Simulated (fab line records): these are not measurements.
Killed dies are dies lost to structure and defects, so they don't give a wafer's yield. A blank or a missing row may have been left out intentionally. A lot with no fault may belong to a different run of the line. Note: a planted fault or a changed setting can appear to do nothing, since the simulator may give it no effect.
Problem report, 8D (eight disciplines) form, completed by code -- flow berkeley-cmos170 -- the parts of the form that need people (team, actions taken, sign-off) are left out

== 1. WHAT WENT WRONG ==
Mean NVT_TW at UCB170_NVT_TW_MEAS_09: 441 over 6 wafers in 2 lots; fault-free wafers: 522, standard deviation 7.3. Relative to the usual mean, that is a shift of -11 standard deviations.
The first sign was on wafer L458.3 at day 7 02:50, on film-metro-03. The record holds 42 wafers of 14 lots with a number at this step. By rule, "out" or "out of limits" means more than 4 standard deviations away from the usual mean. The rest of the wafers with a number are treated as sound.

== 2. WHAT IT IS, AND WHAT IT ISN'T ==
question,is,is not
which readings at this step,NVT_TW,-
which lots,"L458, L459","L452, L453, L454, L455, L456, L457, L465, L467, L469, L470, L472, L473"
which wafers of those lots,all that have a number,-
read on which gauges,"film-metro-01, film-metro-03",film-metro-02
when,from day 7 02:50,"up to then (15 sound wafers); but 21 sound wafers of L457, L465, L467, L469, L470, L472, L473 came after"

== 3. THE SUSPECTS, EACH WITH WHAT RULES IT OUT ==
Counting: any tool at a process step up to the reading is kept as a suspect provided that every lot that is out went through it and no sound lot did after the first of them.
- the gauge at UCB170_NVT_TW_MEAS_09 is ruled out. Those wafers that are out were read across 2 gauges (film-metro-01, film-metro-03).
- implanter-02 at UCB170_NVT_IMPLANT_07: kept. Every lot that is out went through it, starting with L458 (day 7 02:37), and after that it ran no sound lot; the last sound lot it ran before then is L455 (day 6 13:32). Its own readings are out on those wafers: dose-ions-cm2, faraday-current-uA.
The count leaves implanter-02 at UCB170_NVT_IMPLANT_07.

== 4. THE CAUSE (what the simulator had put in) ==
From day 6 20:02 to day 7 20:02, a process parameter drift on implanter-02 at UCB170_NVT_IMPLANT_07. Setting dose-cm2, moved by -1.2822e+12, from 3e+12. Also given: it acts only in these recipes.
After counting, this tool was the only one left.

== 5. SEQUENCE OF EFFECTS, ordered by route ==
Each row: a reading where the mean over the struck wafers with a number is more than 3 standard deviations away from the usual. Scope: only readings with a usual standard deviation given in the record; hours: median across lots of the time from each lot's start at the first step in this table that gives one to its start at this step; sigmas: change in usual standard deviations.
hours,step,reading,usual,on struck wafers,change,sigmas
0,UCB170_NVT_IMPLANT_07,dose-ions-cm2,3e+12,2e+12,-1e+12,-99 or more
0,UCB170_NVT_IMPLANT_07,faraday-current-uA,9.52,5.44,-4.08,-21
0,UCB170_NVT_TW_MEAS_09,NVT_TW,522,441,-81,-11
Its process steps:
- UCB170_NVT_IMPLANT_07

== 6. HOW IT WOULD HAVE BEEN CAUGHT EARLIER ==
The first out-of-limits reading at a measuring or inspecting step in this record came at day 7 02:50, 7 hours after the fault's start at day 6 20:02.
The tool's own readings at UCB170_NVT_IMPLANT_07 were out on every struck wafer that the step has a row for (dose-ions-cm2, faraday-current-uA): an alarm limit on them would have fired on the first of those.
L459, from the lots that are out (2), started UCB170_NVT_IMPLANT_07 on implanter-02 later than day 7 02:50. It would have been spared by a hold on the tool at that moment.
